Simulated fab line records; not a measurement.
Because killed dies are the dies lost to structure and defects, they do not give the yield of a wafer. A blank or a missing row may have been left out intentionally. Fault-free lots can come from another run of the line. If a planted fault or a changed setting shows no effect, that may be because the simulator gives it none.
fab line records | flow rit_cmos
record lots=14 | wafers=42 | last_day=7
route steps=202 shown ACTIVE@15 FOX2@24 NWELL@33
lots with no fault: from the same line, run without faults
start_h: start of the lot's first displayed wafer, in hours after the record's first day | wait_h: hours since the lot's step before | " repeats the value in the row above | L1.1+2: a row that stands for several wafers | - value missing, or start not given | * or withheld: withheld | < > ~ a bound
route shown NAME@n: NAME is a module with steps in the file, n the number in the route of the first one | usual: mean/standard deviation taken from wafers without a fault | same: alike in all rows | chamber/n: place in a boat | sites: per-site readings | _std_site: the values' standard deviation | _edge_site: the outer-site mean with the inner-site mean subtracted | radius_mm: how far each site lies from the wafer's centre | mask NAME#n: copy n | behind: the last tool/chamber to shape the wafer | hold: reason for holding the lot/hours on hold/outcome of the hold | device: whichever transistor did not switch (one of n, p or np) | end of line: tests of these same wafers at the route's end | step lacking rows: just its recipe | killed: dies lost to structure and defects at the first sort, not the wafer's yield | map: a wafer's dies, x killed, . not, _ none there
set.NAME: the run value of the setting; set.NAME@STEP: its run value at that earlier step | model.NAME: the simulator's own value behind a step, which no gauge read
route steps across a sampled set of lots; one table per step, one row per wafer
services: the hour from which a tool's chamber was out of use, counted from the record's first day as start_h (under 0 if before that day), plus the number of hours and why
## steps
# step RIT_ACTIVE_STRIP_14
# recipe chemistry=O2 | time_s=180 | resist=NOVOLAK | platen_temp_c=withheld | power_w=500 | pressure_mtorr=4000 | o2_flow_sccm=4000
# usual drypump_motor_current_A=5.52/0.22 | rf_refl_power_W=6.7/1.3
lot.wafer | tool            | chamber | start_h | wait_h | drypump_motor_current_A | rf_hours_counter_h | rf_refl_power_W
L496.1    | plasma_asher-03 | 1       | 14.84   | 0.1    | 5.73                    | 37                 | 4.8
L496.4    | "               | 1       | "       | "      | 5.72                    | -                  | 5.3
L496.5    | "               | 0       | "       | "      | 5.74                    | -                  | 8.9
L497.1    | plasma_asher-04 | 0       | 20.74   | 0.1    | 5.19                    | 23                 | 7.5
L497.2    | "               | 1       | "       | "      | 5.56                    | 23                 | 5.9
L497.5    | "               | 0       | "       | "      | 5.20                    | -                  | 7.2
L500.2    | plasma_asher-03 | 1       | 34.97   | 0.1    | 5.69                    | 39                 | 4.9
L500.5    | "               | 0       | "       | "      | 5.75                    | -                  | 8.9
L500.6    | "               | 1       | "       | "      | 5.72                    | -                  | 5.1
L501.1    | plasma_asher-04 | 0       | 39.84   | 0.1    | 5.20                    | 25                 | 7.4
L501.2    | "               | 1       | "       | "      | 5.55                    | 25                 | 6.0
L501.5    | "               | 1       | "       | "      | 5.55                    | -                  | 6.1
L503.2    | plasma_asher-02 | 0       | 50.01   | 0.1    | 5.74                    | 40                 | 6.0
L503.3    | "               | 0       | "       | "      | 5.75                    | -                  | 6.0
L503.6    | "               | 0       | "       | "      | 5.74                    | -                  | 5.8
L504.2    | plasma_asher-04 | 0       | 55.40   | 0.1    | 5.19                    | 27                 | 7.5
L504.3    | "               | 1       | "       | "      | 5.56                    | -                  | 5.8
L504.6    | "               | 1       | "       | "      | 5.55                    | -                  | 6.0
L505.1    | plasma_asher-04 | 1       | 59.84   | 0.1    | 5.56                    | 27                 | 5.9
L505.2    | "               | 0       | "       | "      | 5.19                    | 27                 | 7.1
L505.4    | "               | 1       | "       | "      | 5.55                    | -                  | 5.9
L507.2    | plasma_asher-04 | 0       | 71.79   | 0.1    | 5.23                    | 28                 | 7.2
L507.3    | "               | 1       | "       | "      | 5.56                    | -                  | 5.8
L507.4    | "               | 0       | "       | "      | 5.20                    | -                  | 7.5
L510.3    | plasma_asher-03 | 0       | 85.73   | 0.1    | 5.76                    | -                  | 9.1
L510.5    | "               | 0       | "       | "      | 5.75                    | -                  | 8.9
L510.6    | "               | 1       | "       | "      | 5.75                    | -                  | 5.2
L511.2    | plasma_asher-03 | 1       | 91.19   | 0.1    | 5.72                    | 44                 | 5.1
L511.3    | "               | 1       | "       | "      | 5.71                    | -                  | 5.0
L511.5    | "               | 1       | "       | "      | 5.74                    | -                  | 4.8
L516.1    | plasma_asher-03 | 0       | 114.84  | 0.1    | 5.76                    | 48                 | 9.0
L516.4    | "               | 0       | "       | "      | 5.78                    | -                  | 8.8
L516.6    | "               | 1       | "       | "      | 5.74                    | -                  | 5.0
L517.1    | plasma_asher-04 | 1       | 119.84  | 0.1    | 5.55                    | 34                 | 6.0
L517.2    | "               | 0       | "       | "      | 5.21                    | 34                 | 7.6
L517.5    | "               | 0       | "       | "      | 5.23                    | -                  | 7.6
L518.1    | plasma_asher-02 | 0       | 124.97  | 0.1    | 5.73                    | 1                  | 5.9
L518.4    | "               | 1       | "       | "      | 5.40                    | -                  | 6.3
L518.6    | "               | 0       | "       | "      | 5.74                    | -                  | 5.9
L519.2    | plasma_asher-04 | 0       | 129.97  | 0.1    | 5.19                    | 36                 | 7.3
L519.4    | "               | 0       | "       | "      | 5.18                    | -                  | 7.2
L519.6    | "               | 1       | "       | "      | 5.57                    | -                  | 6.1
# step RIT_ACTIVE_CD_MEAS_90
# recipe target_cd_nm=1400
# usual cd_nm=1400.6/1.9
lot.wafer | tool      | chamber | start_h | wait_h | cd_nm
L496.1    | cd_sem-01 | -       | 15.02   | 0.1    | 1400.9
L496.4    | "         | -       | "       | "      | 1400.4
L496.5    | "         | -       | "       | "      | 1402.9
L497.1    | cd_sem-01 | -       | 20.92   | 0.1    | 1398.9
L497.2    | "         | -       | "       | "      | 1400.9
L497.5    | "         | -       | "       | "      | 1400.2
L500.2    | cd_sem-02 | -       | 35.16   | 0.1    | 1403.5
L500.5    | "         | -       | "       | "      | 1403.0
L500.6    | "         | -       | "       | "      | 1402.5
L501.1    | cd_sem-02 | -       | 40.02   | 0.1    | 1399.5
L501.2    | "         | -       | "       | "      | 1400.1
L501.5    | "         | -       | "       | "      | 1400.2
L503.2    | cd_sem-02 | -       | 50.21   | 0.1    | 1400.9
L503.3    | "         | -       | "       | "      | 1400.9
L503.6    | "         | -       | "       | "      | 1399.4
L504.2    | cd_sem-02 | -       | 55.59   | 0.1    | 1399.8
L504.3    | "         | -       | "       | "      | 1398.5
L504.6    | "         | -       | "       | "      | 1400.7
L505.1    | cd_sem-02 | -       | 60.02   | 0.1    | 1400.2
L505.2    | "         | -       | "       | "      | 1400.8
L505.4    | "         | -       | "       | "      | 1399.4
L507.2    | cd_sem-02 | -       | 71.98   | 0.1    | 1400.7
L507.3    | "         | -       | "       | "      | 1399.1
L507.4    | "         | -       | "       | "      | 1400.8
L510.3    | cd_sem-01 | -       | 85.89   | 0.1    | 1403.3
L510.5    | "         | -       | "       | "      | 1402.6
L510.6    | "         | -       | "       | "      | 1402.8
L511.2    | cd_sem-01 | -       | 91.39   | 0.1    | 1399.1
L511.3    | "         | -       | "       | "      | 1400.3
L511.5    | "         | -       | "       | "      | 1400.0
L516.1    | cd_sem-02 | -       | 115.02  | 0.1    | 1400.0
L516.4    | "         | -       | "       | "      | 1398.6
L516.6    | "         | -       | "       | "      | 1401.5
L517.1    | cd_sem-01 | -       | 120.02  | 0.1    | 1398.2
L517.2    | "         | -       | "       | "      | 1398.5
L517.5    | "         | -       | "       | "      | 1399.8
L518.1    | cd_sem-01 | -       | 125.14  | 0.1    | 1399.5
L518.4    | "         | -       | "       | "      | 1399.3
L518.6    | "         | -       | "       | "      | 1399.3
L519.2    | cd_sem-02 | -       | 130.16  | 0.1    | 1401.2
L519.4    | "         | -       | "       | "      | 1397.3
L519.6    | "         | -       | "       | "      | 1398.9
# step RIT_FOX2_THK_MEAS_01
# recipe reads=SiO2_of_FOX2_OXIDATION_00
# usual FOX2_OXIDE_THK=330/5.8
lot.wafer | tool          | chamber | start_h | wait_h | FOX2_OXIDE_THK[nm]
L496.1    | film_metro-02 | -       | 19.86   | 0.0    | 330
L496.4    | "             | -       | "       | "      | 340
L496.5    | "             | -       | "       | "      | 337
L497.1    | film_metro-04 | -       | 24.23   | 0.0    | 346
L497.2    | "             | -       | "       | "      | 339
L497.5    | "             | -       | "       | "      | 346
L500.2    | film_metro-02 | -       | 38.62   | 0.0    | 329
L500.5    | "             | -       | "       | "      | 328
L500.6    | "             | -       | "       | "      | 328
L501.1    | film_metro-02 | -       | 43.36   | 0.0    | 332
L501.2    | "             | -       | "       | "      | 329
L501.5    | "             | -       | "       | "      | 332
L503.2    | film_metro-02 | -       | 53.70   | 0.0    | 329
L503.3    | "             | -       | "       | "      | 330
L503.6    | "             | -       | "       | "      | 329
L504.2    | film_metro-02 | -       | 59.69   | 0.0    | 334
L504.3    | "             | -       | "       | "      | 335
L504.6    | "             | -       | "       | "      | 331
L505.1    | film_metro-04 | -       | 64.86   | 0.0    | 348
L505.2    | "             | -       | "       | "      | 343
L505.4    | "             | -       | "       | "      | 338
L507.2    | film_metro-04 | -       | 76.15   | 0.0    | 328
L507.3    | "             | -       | "       | "      | 331
L507.4    | "             | -       | "       | "      | 326
L510.3    | film_metro-03 | -       | 89.17   | 0.0    | 324
L510.5    | "             | -       | "       | "      | 328
L510.6    | "             | -       | "       | "      | 327
L511.2    | film_metro-04 | -       | 94.87   | 0.0    | 324
L511.3    | "             | -       | "       | "      | 328
L511.5    | "             | -       | "       | "      | 328
L516.1    | film_metro-04 | -       | 118.74  | 0.0    | 327
L516.4    | "             | -       | "       | "      | 334
L516.6    | "             | -       | "       | "      | 337
L517.1    | film_metro-04 | -       | 123.37  | 0.0    | 329
L517.2    | "             | -       | "       | "      | 328
L517.5    | "             | -       | "       | "      | 329
L518.1    | film_metro-04 | -       | 129.03  | 0.0    | 319
L518.4    | "             | -       | "       | "      | 315
L518.6    | "             | -       | "       | "      | 319
L519.2    | film_metro-02 | -       | 133.69  | 0.0    | 325
L519.4    | "             | -       | "       | "      | 334
L519.6    | "             | -       | "       | "      | 331
# step RIT_NWELL_DEVELOP_05
# recipe resist=NOVOLAK | develop_time_s=68 | dev_temp_c=23
# usual chill_plate_temp_C=22.99/0.12 | develop_time_s=68/0
lot.wafer | tool           | chamber | start_h | wait_h | chill_plate_temp_C | develop_time_s
L496.1    | litho_track-04 | 0       | 21      | -      | 23.04              | 68
L496.4    | "              | 0       | "       | "      | 23.16              | 68
L496.5    | "              | 0       | "       | "      | 23.04              | 68
L497.1    | litho_track-04 | 0       | 25      | -      | 22.92              | 68
L497.2    | "              | 0       | "       | "      | 22.96              | 68
L497.5    | "              | 0       | "       | "      | 23.13              | 68
L500.2    | litho_track-02 | 0       | 40      | -      | 22.89              | 68
L500.5    | "              | 0       | "       | "      | 22.91              | 68
L500.6    | "              | 0       | "       | "      | 22.84              | 68
L501.1    | litho_track-01 | 0       | 45      | -      | 23.15              | 68
L501.2    | "              | 0       | "       | "      | 23.10              | 68
L501.5    | "              | 0       | "       | "      | 23.06              | 68
L503.2    | litho_track-04 | 0       | 55      | -      | 23.15              | 68
L503.3    | "              | 0       | "       | "      | 23.05              | 68
L503.6    | "              | 0       | "       | "      | 23.13              | 68
L504.2    | litho_track-02 | 0       | 61      | -      | 22.87              | 68
L504.3    | "              | 0       | "       | "      | 22.91              | 68
L504.6    | "              | 0       | "       | "      | 22.88              | 68
L505.1    | litho_track-02 | 0       | 66      | -      | 23.04              | 68
L505.2    | "              | 0       | "       | "      | 23.10              | 68
L505.4    | "              | 0       | "       | "      | 23.03              | 68
L507.2    | litho_track-04 | 0       | 77      | -      | 23.07              | 68
L507.3    | "              | 0       | "       | "      | 23.02              | 68
L507.4    | "              | 0       | "       | "      | 23.03              | 68
L510.3    | litho_track-04 | -       | 90      | -      | -                  | -
L510.5    | "              | -       | "       | "      | -                  | -
L510.6    | "              | -       | "       | "      | -                  | -
L511.2    | litho_track-04 | -       | 96      | -      | -                  | -
L511.3    | "              | -       | "       | "      | -                  | -
L511.5    | "              | -       | "       | "      | -                  | -
L516.1    | litho_track-04 | 0       | 120     | -      | 22.73              | 68
L516.4    | "              | 0       | "       | "      | 22.76              | 68
L516.6    | "              | 0       | "       | "      | 22.95              | 68
L517.1    | litho_track-04 | 0       | 125     | -      | 22.90              | 68
L517.2    | "              | 0       | "       | "      | 23.13              | 68
L517.5    | "              | 0       | "       | "      | 23.11              | 68
L518.1    | litho_track-02 | 0       | 130     | -      | 22.91              | 68
L518.4    | "              | 0       | "       | "      | 23.12              | 68
L518.6    | "              | 0       | 131     | -      | 23.03              | 68
L519.2    | litho_track-04 | 0       | 135     | -      | 23.08              | 68
L519.4    | "              | 0       | "       | "      | 23.19              | 68
L519.6    | "              | 0       | "       | "      | 23.06              | 68
## services
tool            | chamber | start_h | hours | kind
plasma_asher-02 | -       | -8.39   | 2.8   | pm
plasma_asher-02 | -       | -3.94   | 14.6  | pm
plasma_asher-03 | -       | 61.16   | 2.7   | repair
plasma_asher-02 | -       | 70.02   | 8.1   | repair
plasma_asher-02 | -       | 108.75  | 9.0   | pm
plasma_asher-02 | 0       | 108.75  | 9.0   | vent_cycle
plasma_asher-02 | 1       | 108.75  | 9.0   | vent_cycle
plasma_asher-02 | 0       | 117.75  | -     | clean
plasma_asher-02 | 1       | 117.75  | -     | clean
## key
first_sign step=RIT_NWELL_DEVELOP_05 | reading=tool_record | direction=missing
effect none on later readings
met_at RIT_NWELL_DEVELOP_05
struck_lots L510,L511
sort_left_out L510.3,L510.5,L510.6,L511.2,L511.3,L511.5
tester_left_out L510,L511
not_acting_at RIT_ACTIVE_STRIP_14,RIT_ACTIVE_CD_MEAS_90,RIT_FOX2_THK_MEAS_01
onset_between 77 90
fault kind=skipped_step_whole | tool=litho_track-04 | chamber=- | onset_h=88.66 | steps=RIT_NWELL_DEVELOP_05 | scope=struck_lots_only
# tester_left_out: of these lots the tester's yield and bins aren't shown, on N5 and GAA mostly nor the transistor test; their killed dies are dies lost to structure and defects alone, not to doping, threshold or leakage, so they don't give the yield
# sort_left_out: the simulated sort isn't trusted on such a fault, so these wafers' sort isn't shown, and their yield isn't known
